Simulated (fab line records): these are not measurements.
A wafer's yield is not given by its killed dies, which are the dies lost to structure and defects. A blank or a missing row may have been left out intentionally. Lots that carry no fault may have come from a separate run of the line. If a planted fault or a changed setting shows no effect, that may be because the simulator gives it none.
Which of the tools did it? ; flow berkeleyCmos170 ; 14 lots with 42 wafers sampled at 4 steps, on a route of 331 steps

## WHAT EACH GAUGE READ, for each wafer
UCB170_V1_THK_MEAS_01. Usual: for V1_TEOS_THK the level is 1995 nm and the standard deviation is 31.
lot;measured;on;V1_TEOS_THK (nm);flag
L659;day 7 13:19;filmMetro-04;1991 2052 2007;
L660;day 7 13:19;filmMetro-01;1954 1958 2033;
L662;day 7 21:55;filmMetro-02;1950 1975 1965;
L663;day 8 19:21;filmMetro-02;1983 2017 2002;
L665;day 9 01:19;filmMetro-04;1979 2013 2041;
L667;day 9 07:18;filmMetro-04;2010 2011 2028;
L669;day 9 07:22;filmMetro-04;1963 1947 2013;
L670;day 9 21:02;filmMetro-04;1994 2019 1983;
L668;day 9 21:02;filmMetro-01;1979 1996 2009;
L671;day 10 00:34;filmMetro-04;1957 1983 2043;
L674;day 11 03:16;filmMetro-01;2010 1930 1996;
L679;day 11 18:54;filmMetro-04;1978 2005 2026;
L681;day 12 01:50;filmMetro-02;1974 1975 1991;
L680;day 12 01:49;filmMetro-01;1970 1973 1961;

UCB170_V1_THK_MEAS_04. Usual: for V1_POLISHED_THK the level is 1000.2 nm and the standard deviation is 1.2.
lot;measured;on;V1_POLISHED_THK (nm);flag
L659;day 7 13:48;filmMetro-01;1001.7 999.9 999.4;
L660;day 7 13:48;filmMetro-04;999.2 1001.3 1001.0;
L662;day 7 22:23;filmMetro-01;998.1 1001.4 1002.1;
L663;day 8 19:50;filmMetro-04;1000.2 1000.4 1000.2;
L665;day 9 01:48;filmMetro-02;997.4 997.8 1000.0;
L667;day 9 07:47;filmMetro-04;1000.4 1000.6 998.2;
L669;day 9 08:05;filmMetro-01;999.4 998.9 1000.8;
L670;day 9 21:31;filmMetro-02;999.7 1000.5 998.1;
L668;day 9 21:31;filmMetro-04;999.1 999.9 1000.2;
L671;day 10 01:02;filmMetro-01;1000.5 999.4 997.0;
L674;day 11 03:44;filmMetro-02;1001.4 1002.2 1002.3;
L679;day 11 19:37;filmMetro-04;998.1 999.1 1000.4;
L681;day 12 02:35;filmMetro-04;1000.8 1000.7 999.5;
L680;day 12 02:17;filmMetro-04;999.8 1001.6 1001.1;

## WHICH TOOL RAN EACH LOT (tool, then ch and the chambers of the sampled wafers, then the start)
lot;UCB170_BACKSIDE_STRIP_03;UCB170_M1_ETCH_11
L659;plasmaAsher-03 ch 0,1, day 6 21:57;rieDiel-01 ch 1,2, day 7 07:00
L660;plasmaAsher-02 ch 0, day 6 22:59;rieDiel-03 ch 0,3, day 7 07:09
L662;plasmaAsher-03 ch 0,1, day 7 07:42;rieDiel-03 ch 1,3, day 7 16:40
L663;plasmaAsher-02 ch 0,1, day 8 02:47;rieDiel-04 ch 0,3, day 8 14:35
L665;plasmaAsher-02 ch 0,1, day 8 11:35;rieDiel-03 ch 1,2,3, day 8 21:02
L667;plasmaAsher-03 ch 0,1, day 8 15:41;rieDiel-04 ch 0,2, day 9 00:48
L669;plasmaAsher-02 ch 0,1, day 8 15:54;rieDiel-03 ch 1,2, day 9 01:22
L670;plasmaAsher-04 ch 0,1, day 9 06:49;rieDiel-03 ch 1,2,3, day 9 15:53
L668;plasmaAsher-03 ch 0,1, day 9 07:01;rieDiel-01 ch 0,1,3, day 9 16:08
L671;plasmaAsher-04 ch 0,1, day 9 13:26;rieDiel-03 ch 0,2,3, day 9 21:30
L674;plasmaAsher-03 ch 0,1, day 10 11:08;rieDiel-03 ch 1,2, day 10 21:36
L679;plasmaAsher-04 ch 0,1, day 11 04:56;rieDiel-01 ch 0,1,2, day 11 15:05
L681;plasmaAsher-04 ch 0,1, day 11 12:56;rieDiel-01 ch 0,1,2, day 11 22:19
L680;plasmaAsher-04 ch 0,1, day 11 13:28;rieDiel-04 ch 0,1,2, day 11 21:35
- UCB170_BACKSIDE_STRIP_03: strips in O2.
- UCB170_M1_ETCH_11: etches BARC in N2/H2.

## WHAT THE TOOLS THEMSELVES READ (means of the sampled wafers that have a number; where no wafer has one, the mark that the record gives instead)
UCB170_BACKSIDE_STRIP_03. Usual: drypumpMotorCurrentA 5.7 A, standard deviation 0.59; oesProductAu 0.735 a.u., standard deviation 0.004; stripTimeToEndpointS 21.96 s, standard deviation 0.066.
lot;tool;drypumpMotorCurrentA (A);oesProductAu (a.u.);stripTimeToEndpointS (s);flag
L659;plasmaAsher-03;6.2;0.736;21.86;
L660;plasmaAsher-02;6.4;0.733;21.99;
L662;plasmaAsher-03;6.2;0.734;22.04;
L663;plasmaAsher-02;5.8;0.735;22.04;
L665;plasmaAsher-02;5.9;0.735;21.99;
L667;plasmaAsher-03;6.2;0.732;21.94;
L669;plasmaAsher-02;5.3;0.737;21.89;
L670;plasmaAsher-04;5.3;0.734;21.95;
L668;plasmaAsher-03;6.2;0.736;22.04;
L671;plasmaAsher-04;5.2;0.734;22.02;
L674;plasmaAsher-03;6.2;0.733;21.88;
L679;plasmaAsher-04;5.3;0.731;21.96;
L681;plasmaAsher-04;5.3;0.734;21.96;
L680;plasmaAsher-04;5.3;0.734;21.87;

UCB170_M1_ETCH_11. Usual: biasW 100.02 W, standard deviation 0.27; drypumpMotorCurrentA 5.8 A, standard deviation 0.47; oesProductAu 1.010 a.u., standard deviation 0.016; throttleValvePct 13.25 %, standard deviation 0.15.
lot;tool;biasW (W);drypumpMotorCurrentA (A);oesProductAu (a.u.);throttleValvePct (%);flag
L659;rieDiel-01;100.05;5.8;1.017;13.32;
L660;rieDiel-03;99.94;6.3;1.001;13.13;
L662;rieDiel-03;100.27;6.0;1.016;13.12;
L663;rieDiel-04;100.04;6.3;0.985;13.34;
L665;rieDiel-03;99.91;5.7;1.005;13.21;
L667;rieDiel-04;100.34;5.8;1.004;13.32;
L669;rieDiel-03;99.87;5.2;1.032;13.37;
L670;rieDiel-03;100.02;5.7;1.000;13.21;
L668;rieDiel-01;100.19;5.4;1.019;13.20;
L671;rieDiel-03;90.97;5.8;0.976;13.28;OFF
L674;rieDiel-03;91.15;5.5;0.991;13.27;OFF
L679;rieDiel-01;100.17;5.6;1.018;13.24;
L681;rieDiel-01;99.86;5.6;1.025;13.26;
L680;rieDiel-04;99.98;5.9;1.007;13.28;

## THE ANSWER, worked out from the rows above alone
Rule: lot off if the mean of its wafers having a number is beyond 3 standard deviations from the usual mean. A lot without any number at a reading at which 4 lots or more have one is off too. All remaining lots with rows at the step are treated as sound. After the gauges, taken in route order, come the tools' own readings; for these a lot's mean is taken, as printed above. The first step at which some lot is off is used, and at that step the reading that is off furthest; a lot without a number counts as furthest.
Off: L671, L674, at UCB170_M1_ETCH_11 (biasW).
A tool fits if, at that step or a process step before it, it ran every lot that is off, and no sound lot after the first of them. One fits: rieDiel-03 at UCB170_M1_ETCH_11. Its last sound lot is L670 (day 9 15:53), its first lot that is off L671 (day 9 21:30): a fault that began between those two fits.
The tool's own readings at UCB170_M1_ETCH_11 bear it out: on the lots that are off they differ by more than 5 times the standard deviation of the sound lots' means. biasW reads 91.06 W there against 100.05 W on the sound lots.

## WHAT THE SIMULATOR PUT IN
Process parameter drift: rieDiel-03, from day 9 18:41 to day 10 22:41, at UCB170_M1_ETCH_11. Setting biasW shifted by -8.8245 from 100. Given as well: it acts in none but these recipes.
Lots struck among those shown: L671, L674. This agrees with what the rule above found.
